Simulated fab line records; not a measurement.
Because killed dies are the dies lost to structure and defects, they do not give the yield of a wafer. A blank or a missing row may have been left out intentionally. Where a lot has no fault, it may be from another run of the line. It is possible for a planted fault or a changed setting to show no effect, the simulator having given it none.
Struck lot and sound lot, side by side | flow rit cmos | 21 out of 202 route steps
Sound: these wafers, L295.1, L295.2, L295.4. Struck: wafers L301.1, L301.3, L301.6. At the end, the cause is stated.
Each step with rows lists, per side, the tool, then ch with its chambers, then its first start. Under that, the readings that differ: sound wafers | struck wafers | difference of the means | sigmas: that difference in standard deviations of wafers without a fault.
alike: a reading whose means differ by less than 2 such deviations, as well as words and numbers matching on both sides. not compared: withheld readings; readings where some wafer has no value; bounds like >300 that might hide an equal value; numbers whose values overlap and for which the record gives no deviation.
A row with sigmas, a row that says differs or no value, or rows on one side alone: a step with any of these is where the two part. Numbers that have no deviation but don't overlap get no sigmas and don't part them. Lack of a reading on every wafer of one side parts them only where that side has two or more wafers.

RIT_PLDD_OVL_MEAS_06:
  sound on overlay-01, day 3 11:27; struck on overlay-02, day 4 12:22
  alike: PLDD_OVL
then, 2 steps without rows for these wafers: RIT_PLDD_HARDBAKE_07 (time 60 s); RIT_PLDD_IMPLANT_08.
RIT_PLDD_STRIP_09: strips in O2, time 180 s.
  sound on plasma asher-03 ch 0,1, day 3 11:47; struck on plasma asher-02 ch 0,1, day 4 12:42
  alike: drypump motor current A
  not compared: rf hours counter h
RIT_PLDD_TW_MEAS_10:
  sound on film metro-03, day 3 11:58; struck on film metro-01, day 4 12:52
  reading | sound          | struck         | difference | sigmas
  PLDD_TW | 2395 2384 2380 | 2310 2322 2310 | -72        | -3
then, 4 steps without rows for these wafers: RIT_SPACER_CLEAN_00 (cleans in SC1, time 600 s); RIT_SPACER_CLEAN_01 (cleans in dHF, time 30 s); RIT_SPACER_CLEAN_02 (cleans in SC2, time 600 s); RIT_SPACER_CVD_03 (deposits Si3N4 from SiH2Cl2/NH3, target thk 250 nm, time 3300 s).
RIT_SPACER_THK_MEAS_04:
  sound on film metro-02, day 3 14:19; struck on film metro-04, day 4 15:14
  reading                 | sound             | struck            | difference | sigmas
  SPACER_NITRIDE_THK (nm) | 245.4 246.5 248.6 | 250.6 252.6 252.3 | +5.0       | +2
RIT_SPACER_ETCHBACK_05: etches Si3N4 in SF6/CHF3, stops on SiO2, target depth 250 nm, time 240 s.
  sound on rie diel-04 ch 0,1,3, day 3 14:23; struck on rie diel-03 ch 0,1,3, day 4 15:17
  alike: drypump motor current A, oes product au, throttle valve pct
  not compared: rf hours counter h
then, 1 step without rows for these wafers: RIT_NSD_HMDS_00 (prime time 60 s).
RIT_NSD_COAT_01: resist thk 1000 nm.
  sound on litho track-03 ch 0, day 3 14:46; struck on litho track-01 ch 0, day 4 15:41
  reading                                  | sound                | struck               | difference | sigmas
  spin speed rpm (rpm)                     | 3253.2 3248.9 3252.8 | 3016.8 3015.0 3014.0 | -236.4     | -98
  model.NOVOLAK_of_NSD_COAT_01.thk nm (nm) | 1002 1001 999.3      | 1041 1041 1041       | +40        |
then, 4 steps without rows for these wafers: RIT_NSD_SOFTBAKE_02 (time 60 s); RIT_NSD_EXPOSE_03 (exposes mask M9, target cd 40700 nm); RIT_NSD_PEB_04; RIT_NSD_DEVELOP_05 (develop time 50 s).
RIT_NSD_OVL_MEAS_06:
  sound on overlay-02, day 3 15:35; struck on overlay-01, day 4 16:23
  alike: NSD_OVL
RIT_NSD_HARDBAKE_07: time 60 s.
  sound on litho track-01 ch 0, day 3 15:42; struck on litho track-01 ch 0, day 4 16:26
  reading                                  | sound             | struck            | difference | sigmas
  model.NOVOLAK_of_NSD_COAT_01.thk nm (nm) | 885.8 884.7 883.1 | 919.7 919.3 919.9 | +35.1      |
next, for these wafers, 1 step has no rows: RIT_NSD_IMPLANT_08.
RIT_M1_PROBE_99:
  sound on prober-01, day 4 03:15; struck on prober-01, day 5 02:34
  reading             | sound | struck   | difference | sigmas
  killed at front end | 8 1 6 | 15 13 13 | +9         | +3
  killed dies         | 8 1 6 | 15 13 13 | +9         | +3
  killed open         | 5 1 2 | 10 10 10 | +7         | +3
  alike: killed at contacts, killed short

== WHERE THEY PART ==
Earliest at RIT_PLDD_TW_MEAS_10; latest, in this record, at RIT_M1_PROBE_99.

WHY: what had been put in by the simulator
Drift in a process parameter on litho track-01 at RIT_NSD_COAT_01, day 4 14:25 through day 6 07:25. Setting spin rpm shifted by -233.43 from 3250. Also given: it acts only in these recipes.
